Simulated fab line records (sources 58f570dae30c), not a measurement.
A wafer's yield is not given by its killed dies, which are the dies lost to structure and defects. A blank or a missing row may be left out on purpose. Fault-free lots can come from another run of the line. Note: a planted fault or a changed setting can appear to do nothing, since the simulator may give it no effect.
fab line records | flow berkeleyCmos170
record: lots: 14 wafers: 42 lastDay: 11
route steps=331 shown NWELL@16 SILICIDE@211 M3@328
lots untouched by any fault: they come from a run of this same line in which no faults occurred
startH: the number of hours between the record's first day and the start of the first shown wafer of the lot | waitH: hours since the lot's step before | " as in the row above | L1.1+2: several wafers, shown together as one row | - no value, or no start was given | * or withheld: withheld | < > ~ a bound
route shown NAME@n: a module of which the file shows steps, and the number in the route of the first | usual: average and standard deviation across the fault-free wafers | same: alike in all rows | chamber/n: place in a boat | sites: per-site readings | _std_site: standard deviation of those values | _edge_site: inner sites' mean taken away from outer sites' mean | radiusMm: how far each site lies from the wafer's centre | mask NAME#n: copy n | behind: the most recent tool/chamber to have shaped the wafer | hold: why the lot went on hold/how many hours it stayed there/how the hold came to an end | device: the transistor (n, p or np) that didn't switch | end of line: tests run on the same wafers once the route is complete | a step with no rows: only its recipe | killed: the dies lost at the first sort to structure and to defects; this is not the yield of the wafer | map: a wafer's dies, marking killed ones x, the rest . and places with no die _
set.NAME: the setting as run; set.NAME@STEP: as run at that earlier step | model.NAME: the simulator's own value behind a step, which no gauge read
one table for each step of the route and one row for each wafer, over a sample of lots
services: a tool's chamber out of use, with start hour (startH, from the record's first day; less than 0 if before it), hours out, and reason
== steps ==
step: UCB170_NWELL_THK_MEAS_02
recipe: reads: SiO2_of_NWELL_OXIDATION_01
usual: NWELL_OXIDE_THK: 26.6/0.46
columns lot.wafer tool chamber startH waitH NWELL_OXIDE_THK[nm]
L203.2 filmMetro-04 - 24.04 0.0 26.4
L203.4 " - " " 26.7
L203.6 " - " " 26.5
L204.1 filmMetro-01 - 29.55 0.0 27.3
L204.4 " - " " 27.3
L204.5 " - " " 27.3
L206.3 filmMetro-01 - 40.06 0.0 26.5
L206.4 " - " " 27.3
L206.5 " - " " 26.5
L207.2 filmMetro-01 - 47.01 0.0 26.1
L207.4 " - " " 25.7
L207.5 " - " " 26.1
L209.2 filmMetro-03 - 53.54 0.0 26.7
L209.4 " - " " 26.6
L209.6 " - " " 26.9
L211.2 filmMetro-01 - 64.95 0.0 26.8
L211.3 " - " " 26.9
L211.6 " - " " 26.8
L212.1 filmMetro-03 - 72.21 0.0 25.9
L212.3 " - " " 26.6
L212.4 " - " " 26.5
L213.1 filmMetro-04 - 72.23 0.0 26.5
L213.2 " - " " 26.3
L213.6 " - " " 26.5
L218.2 filmMetro-04 - 94.77 0.1 26.5
L218.3 " - " " 26.3
L218.6 " - " " 26.4
L221.3 filmMetro-01 - 111.78 0.0 25.6
L221.4 " - " " 25.8
L221.5 " - " " 25.9
L223.2 filmMetro-01 - 124.31 0.0 27.1
L223.4 " - " " 26.5
L223.5 " - " " 26.3
L224.2 filmMetro-01 - 125.66 0.0 26.8
L224.4 " - " " 26.9
L224.6 " - " " 27.0
L225.3 filmMetro-04 - 130.61 0.0 26.3
L225.4 " - " " 26.7
L225.6 " - " " 26.5
L226.1 filmMetro-01 - 136.27 0.0 27.4
L226.2 " - " " 27.2
L226.5 " - " " 27.6
step: UCB170_SILICIDE_SPUTTER_01
recipe: material: Ti targetThkNm: 30 timeS: 25 powerW: 1500 chamberPressurePa: 0.5122
usual: throttleValvePct: 30.2/0.96
columns lot.wafer tool chamber startH waitH throttleValvePct
L203.2 pvdSputter-02 - 126.97 0.0 30.8
L203.4 " - " " 30.7
L203.6 " - " " 30.7
L204.1 pvdSputter-02 - 140.29 0.0 30.0
L204.4 " - " " 30.5
L204.5 " - " " 30.9
L209.2 pvdSputter-01 - 152.34 0.0 30.1
L209.4 " - " " 29.3
L209.6 " - " " 31.1
L206.3 pvdSputter-02 - 152.76 0.0 30.7
L206.4 " - " " 30.5
L206.5 " - " " 31.1
L207.2 pvdSputter-01 - 153.90 0.0 30.7
L207.4 " - " " 30.8
L207.5 " - " " 30.0
L211.2 pvdSputter-04 - 160.58 0.0 28.8
L211.3 " - " " 28.8
L211.6 " - " " 28.5
L212.1 pvdSputter-01 - 176.22 0.0 30.5
L212.3 " - " " 31.1
L212.4 " - " " 30.0
L213.1 pvdSputter-01 - 177.19 0.0 29.3
L213.2 " - " " 30.2
L213.6 " - " " 30.7
L218.2 pvdSputter-02 - 202.53 0.0 30.4
L218.3 " - " " 30.8
L218.6 " - " " 30.2
L221.3 pvdSputter-04 - 228.63 0.0 29.0
L221.4 " - " " 30.5
L221.5 " - " " 28.7
L224.2 pvdSputter-01 - 237.47 0.0 31.0
L224.4 " - " " 30.1
L224.6 " - " " 30.5
L223.2 pvdSputter-04 - 237.91 0.0 28.9
L223.4 " - " " 30.4
L223.5 " - " " 28.7
L225.3 pvdSputter-02 - 246.40 0.0 30.6
L225.4 " - " " 30.3
L225.6 " - " " 30.8
L226.1 pvdSputter-04 - 246.41 0.0 28.7
L226.2 " - " " 32.0
L226.5 " - " " 28.5
step: UCB170_SILICIDE_RS_MEAS_02
recipe: thkMeasGauge: four-point-probe reads: Ti_of_SILICIDE_SPUTTER_01
usual: SILICIDE_TI_RS: 26.3/0.35
columns lot.wafer tool chamber startH waitH SILICIDE_TI_RS[ohm/sq]
L203.2 filmMetro-01 - 127.02 0.0 25.6
L203.4 " - " " 25.7
L203.6 " - " " 25.4
L204.1 filmMetro-04 - 140.32 0.0 26.0
L204.4 " - " " 26.0
L204.5 " - " " 25.9
L209.2 filmMetro-01 - 152.40 0.0 25.7
L209.4 " - " " 25.6
L209.6 " - " " 25.7
L206.3 filmMetro-01 - 152.83 0.1 26.3
L206.4 " - " " 26.3
L206.5 " - " " 26.8
L207.2 filmMetro-01 - 153.95 0.0 26.6
L207.4 " - " " 26.5
L207.5 " - " " 26.6
L211.2 filmMetro-01 - 160.63 0.0 26.1
L211.3 " - " " 26.0
L211.6 " - " " 26.0
L212.1 filmMetro-04 - 176.25 0.0 20.9
L212.3 " - " " 20.9
L212.4 " - " " 20.8
L213.1 filmMetro-01 - 177.22 0.0 21.1
L213.2 " - " " 21.1
L213.6 " - " " 21.1
L218.2 filmMetro-01 - 202.58 0.0 26.5
L218.3 " - " " 26.6
L218.6 " - " " 26.5
L221.3 filmMetro-01 - 228.70 0.1 26.5
L221.4 " - " " 26.4
L221.5 " - " " 26.3
L224.2 filmMetro-01 - 237.52 0.0 26.6
L224.4 " - " " 26.5
L224.6 " - " " 26.6
L223.2 filmMetro-02 - 237.96 0.0 26.7
L223.4 " - " " 26.6
L223.5 " - " " 26.7
L226.1 filmMetro-04 - 246.44 0.0 26.6
L226.2 " - " " 26.5
L226.5 " - " " 26.7
L225.3 filmMetro-01 - 246.47 0.1 26.0
L225.4 " - " " 26.2
L225.6 " - " " 26.3
step: UCB170_SILICIDE_THK_MEAS_03
recipe: thkMeasGauge: xrf reads: Ti_of_SILICIDE_SPUTTER_01
usual: SILICIDE_TI_THK: 29.6/0.35
columns lot.wafer tool chamber startH waitH SILICIDE_TI_THK[nm]
L203.2 filmMetro-01 - 127.13 0.1 30.2
L203.4 " - " " 30.3
L203.6 " - " " 30.2
L204.1 filmMetro-04 - 140.44 0.1 29.9
L204.4 " - " " 30.0
L204.5 " - " " 30.0
L209.2 filmMetro-01 - 152.51 0.1 30.2
L209.4 " - " " 30.2
L209.6 " - " " 30.1
L206.3 filmMetro-01 - 152.93 0.1 29.6
L206.4 " - " " 29.5
L206.5 " - " " 29.0
L207.2 filmMetro-01 - 154.06 0.1 29.4
L207.4 " - " " 29.4
L207.5 " - " " 29.2
L211.2 filmMetro-01 - 160.74 0.1 29.8
L211.3 " - " " 29.8
L211.6 " - " " 29.9
L212.1 filmMetro-04 - 176.37 0.1 36.2
L212.3 " - " " 36.1
L212.4 " - " " 36.2
L213.1 filmMetro-01 - 177.34 0.1 35.6
L213.2 " - " " 35.7
L213.6 " - " " 35.7
L218.2 filmMetro-01 - 202.69 0.1 29.4
L218.3 " - " " 29.3
L218.6 " - " " 29.5
L221.3 filmMetro-01 - 228.80 0.1 29.4
L221.4 " - " " 29.6
L221.5 " - " " 29.4
L224.2 filmMetro-01 - 237.63 0.1 29.4
L224.4 " - " " 29.5
L224.6 " - " " 29.3
L223.2 filmMetro-02 - 238.07 0.1 29.2
L223.4 " - " " 29.2
L223.5 " - " " 29.1
L226.1 filmMetro-04 - 246.56 0.1 29.4
L226.2 " - " " 29.3
L226.5 " - " " 29.3
L225.3 filmMetro-01 - 246.57 0.1 29.9
L225.4 " - " " 29.7
L225.6 " - " " 29.6
step: UCB170_M3_STRIP_19
recipe: chemistry: O2 powerW: 400 pressureMtorr: 3500 platenTempC: withheld o2FlowSccm: 400 overashFraction: 0.5
usual: drypumpMotorCurrentA: 5.6/0.54 oesProductAu: 0.541/0.013
columns lot.wafer tool chamber startH waitH drypumpMotorCurrentA oesProductAu rfHoursCounterH
L203.2 plasmaAsher-04 0 150.42 0.1 5.3 0.544 5
L203.4 " 1 " " 5.7 0.529 -
L203.6 " 0 " " 5.4 0.520 -
L204.1 plasmaAsher-04 0 164.09 0.1 5.3 0.517 7
L204.4 " 1 " " 5.7 0.542 -
L204.5 " 0 " " 5.3 0.518 -
L209.2 plasmaAsher-04 1 179.59 0.1 5.7 0.541 8
L209.4 " 0 " " 5.3 0.532 -
L209.6 " 1 " " 5.7 0.534 -
L206.3 plasmaAsher-03 1 180.01 0.1 5.2 0.535 -
L206.4 " 0 " " 6.3 0.550 -
L206.5 " 0 " " 6.3 0.533 -
L207.2 plasmaAsher-03 0 180.55 0.1 6.3 0.518 41
L207.4 " 1 " " 5.1 0.537 -
L207.5 " 0 " " 6.3 0.544 -
L211.2 plasmaAsher-03 0 184.77 0.1 6.3 0.539 41
L211.3 " 1 " " 5.1 0.548 -
L211.6 " 1 " " 5.2 0.541 -
L212.1 plasmaAsher-02 1 196.46 0.1 4.9 0.527 56
L212.3 " 1 " " 4.9 0.521 -
L212.4 " 0 " " 6.4 0.533 -
L213.1 plasmaAsher-02 1 199.53 0.1 5.0 0.558 57
L213.2 " 0 " " 6.4 0.558 57
L213.6 " 1 " " 4.9 0.558 -
L218.2 plasmaAsher-04 0 230.15 0.1 5.3 0.556 13
L218.3 " 0 " " 5.3 0.557 -
L218.6 " 1 " " 5.7 0.556 -
L221.3 plasmaAsher-03 0 251.87 0.1 6.3 0.533 -
L221.4 " 1 " " 5.2 0.524 -
L221.5 " 0 " " 6.3 0.528 -
L224.2 plasmaAsher-02 1 261.21 0.1 5.0 0.547 63
L224.4 " 1 " " 5.0 0.536 -
L224.6 " 0 " " 6.4 0.544 -
L223.2 plasmaAsher-03 1 262.25 0.1 5.1 0.531 49
L223.4 " 1 " " 5.2 0.541 -
L223.5 " 0 " " 6.3 0.537 -
L225.3 plasmaAsher-02 1 271.20 0.1 5.0 0.555 -
L225.4 " 0 " " 6.4 0.532 -
L225.6 " 0 " " 6.4 0.528 -
L226.1 plasmaAsher-03 0 271.73 0.1 6.3 0.536 50
L226.2 " 1 " " 5.2 0.552 50
L226.5 " 1 " " 5.2 0.551 -
== services ==
columns tool chamber startH hours kind
plasmaAsher-04 - 106.81 3.8 repair
pvdSputter-02 - 107.44 1.9 repair
pvdSputter-01 - 109.60 5.1 repair
plasmaAsher-04 - 110.62 9.0 pm
plasmaAsher-04 0 110.62 9.0 ventCycle
plasmaAsher-04 1 110.62 9.0 ventCycle
pvdSputter-02 - 112.80 2.7 repair
plasmaAsher-04 0 119.62 - clean
plasmaAsher-04 1 119.62 - clean
plasmaAsher-03 - 149.72 6.0 repair
plasmaAsher-02 - 167.53 0.4 repair
plasmaAsher-02 - 191.46 2.1 repair
pvdSputter-02 - 197.47 0.9 repair
pvdSputter-01 - 218.96 1.8 repair
pvdSputter-02 - 259.65 0.9 repair
== key ==
firstSign: step: UCB170_SILICIDE_RS_MEAS_02 reading: SILICIDE_TI_RS direction: down sigmas: 15 usual: 26.3 struck: 21.0
effect: step: UCB170_SILICIDE_THK_MEAS_03 reading: SILICIDE_TI_THK direction: up sigmas: 18 usual: 29.6 struck: 35.9
metAt UCB170_SILICIDE_SPUTTER_01
struckLots L212,L213
testerLeftOut L212,L213
notActingAt UCB170_NWELL_THK_MEAS_02,UCB170_M3_STRIP_19
onsetBetween 153.90 176.22
fault: kind: processParameterDrift tool: pvdSputter-01 chamber: - onsetH: 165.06 steps: UCB170_SILICIDE_SPUTTER_01 channel: timeS offset: * shape: step endH: 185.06 actsIn: * stated: *
testerLeftOut: of these lots the tester's yield and bins aren't shown, on N5 and GAA mostly nor the transistor test; their killed dies are dies lost to structure and defects alone, not to doping, threshold or leakage, so they don't give the yield
